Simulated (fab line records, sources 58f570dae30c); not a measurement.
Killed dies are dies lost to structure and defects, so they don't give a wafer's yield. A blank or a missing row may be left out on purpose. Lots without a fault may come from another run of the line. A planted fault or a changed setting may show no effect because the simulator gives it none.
A struck lot beside a sound one | flow berkeley_cmos170 | 31 steps out of a route of 331
Sound: wafers L180.1, L180.2, L180.5. Struck: wafers L193.1, L193.4, L193.6. The cause comes at the end.
At each step with rows: each side's tool, then ch and its chambers, then its first start. Under that, the readings that differ: sound wafers | struck wafers | difference of the means | sigmas: that difference in standard deviations of wafers without a fault.
alike: readings whose means differ by less than 2 such deviations, and words and numbers that are the same on both sides. not compared: withheld readings, readings that some wafer has no value for, bounds like >300 that may hide the same value, and numbers for which the record gives no deviation and whose values overlap.
The two part at a step that has a row with sigmas, a row that says differs or no value, or rows on one side only. Numbers that don't overlap but have no deviation are shown without sigmas and don't part them. A reading that every wafer of one side lacks parts them only if that side has two wafers or more.

first, 6 steps without rows for these wafers: UCB170_V1_HMDS_06 (prime time 60 s); UCB170_V1_COAT_07 (resist thk 900 nm); UCB170_V1_SOFTBAKE_08 (time 60 s); UCB170_V1_EXPOSE_09 (exposes mask VIA1, target cd 700 nm); UCB170_V1_PEB_10; UCB170_V1_DEVELOP_11 (develop time 45 s).
UCB170_V1_CD_MEAS_12: target cd 700 nm.
  sound on cd_sem-02, day 9 03:37; struck on cd_sem-02, day 12 05:51
  alike: cd_nm
UCB170_V1_OVL_MEAS_13:
  sound on overlay-02, day 9 03:44; struck on overlay-02, day 12 05:58
  alike: V1_OVL
UCB170_V1_ETCH_14: etches SiO2 in CHF3/CF4/Ar, stops on Al, target depth 1250 nm, time 291 s.
  sound on rie_diel-04 ch 0,2, day 9 03:46; struck on rie_diel-04 ch 0,1, day 12 06:00
  reading                     | sound       | struck      | difference | sigmas
  drypump_motor_current_A (A) | 5.2 6.6 6.6 | 5.2 5.3 5.2 | -0.9       | -2
  alike: oes_product_au, throttle_valve_pct
  not compared: rf_hours_counter_h
UCB170_V1_STRIP_15: strips in O2.
  sound on plasma_asher-01 ch 0,1, day 9 03:59; struck on plasma_asher-02 ch 0, day 12 06:11
  alike: drypump_motor_current_A, oes_product_au, strip_time_to_endpoint_s
  not compared: rf_hours_counter_h
UCB170_V1_CD_MEAS_90: target cd 700 nm.
  sound on cd_sem-01, day 9 04:05; struck on cd_sem-02, day 12 06:17
  alike: cd_nm
then, 1 step without rows for these wafers: UCB170_M2_PRE_CLEAN_00 (preclean etch time 60 s).
UCB170_M2_SPUTTER_01: material Al, target thk 900 nm, time 120 s.
  sound on pvd_sputter-04, day 9 04:16; struck on pvd_sputter-03, day 12 06:43
  alike: throttle_valve_pct
UCB170_M2_RS_MEAS_02: measures by four-point-probe.
  sound on film_metro-04, day 9 04:22; struck on film_metro-04, day 12 06:55
  reading           | sound                | struck               | difference | sigmas
  M2_AL_RS (ohm/sq) | 0.0322 0.0321 0.0322 | 0.0160 0.0159 0.0158 | -0.0163    | -51
UCB170_M2_THK_MEAS_03: measures by xrf.
  sound on film_metro-04, day 9 04:29; struck on film_metro-04, day 12 07:02
  reading        | sound       | struck         | difference | sigmas
  M2_AL_THK (nm) | 926 928 921 | 1877 1869 1872 | +948       | +86
then, 3 steps without rows for these wafers: UCB170_M2_HMDS_04 (prime time 60 s); UCB170_M2_COAT_05 (resist thk 900 nm); UCB170_M2_SOFTBAKE_06 (time 60 s).
UCB170_M2_STRIP_07: strips in O2.
  sound on plasma_asher-02 ch 0,1, day 9 05:07; struck on plasma_asher-04 ch 0,1, day 12 07:32
  alike: drypump_motor_current_A, oes_product_au, strip_time_to_endpoint_s
  not compared: rf_hours_counter_h
then, 7 steps without rows for these wafers: UCB170_M2_STRIP_08 (strips KrF in DMSO, time 600 s); UCB170_M2_COAT_09; UCB170_M2_COAT_10 (resist thk 900 nm); UCB170_M2_SOFTBAKE_11 (time 60 s); UCB170_M2_EXPOSE_12 (exposes mask METAL2, target cd 700 nm); UCB170_M2_PEB_13; UCB170_M2_DEVELOP_14 (develop time 45 s).
UCB170_M2_CD_MEAS_15: target cd 700 nm.
  sound on cd_sem-01, day 9 06:16; struck on cd_sem-01, day 12 09:01
  alike: cd_nm
UCB170_M2_OVL_MEAS_16:
  sound on overlay-02, day 9 06:23; struck on overlay-01, day 12 09:08
  alike: M2_OVL
UCB170_M2_ETCH_17: etches BARC in N2/H2.
  sound on rie_diel-01 ch 0,3, day 9 06:25; struck on rie_diel-01 ch 0,2, day 12 09:10
  alike: drypump_motor_current_A, oes_product_au, throttle_valve_pct
UCB170_M2_METAL_ETCH_18: etches Al in Cl2/BCl3, stops on SiO2, target depth 1170 nm, time 195 s.
  sound on rie_metal-02 ch 0,1, day 9 06:28; struck on rie_metal-04 ch 0,1, day 12 09:13
  reading                        | sound             | struck            | difference | sigmas
  oes_product_au (a.u.)          | 0.855 0.840 0.851 | 0.984 0.965 0.986 | +0.130     | +12
  throttle_valve_pct (%)         | 24.62 24.59 24.61 | 24.23 24.16 24.25 | -0.39      | -2
  model.etch.depth_nm (nm)       | 899.3 901.2 898.3 | 1152 1167 1162    | +261       |
  model.M2.feature_depth_nm (nm) | 955.3 958.4 954.6 | 1152 1167 1162    | +204       |
  alike: drypump_motor_current_A, mfc_cl2_sccm
  not compared: rf_hours_counter_h
UCB170_M2_STRIP_19: strips in O2.
  sound on plasma_asher-02 ch 0,1, day 9 06:38; struck on plasma_asher-02 ch 0,1, day 12 09:23
  alike: drypump_motor_current_A, oes_product_au
  not compared: rf_hours_counter_h

WHERE THEY PART
First at UCB170_V1_ETCH_14; last, within this record, at UCB170_M2_METAL_ETCH_18. Later steps at which nothing parts them and some readings are alike: UCB170_M2_STRIP_19.

WHY: what the simulator had put in
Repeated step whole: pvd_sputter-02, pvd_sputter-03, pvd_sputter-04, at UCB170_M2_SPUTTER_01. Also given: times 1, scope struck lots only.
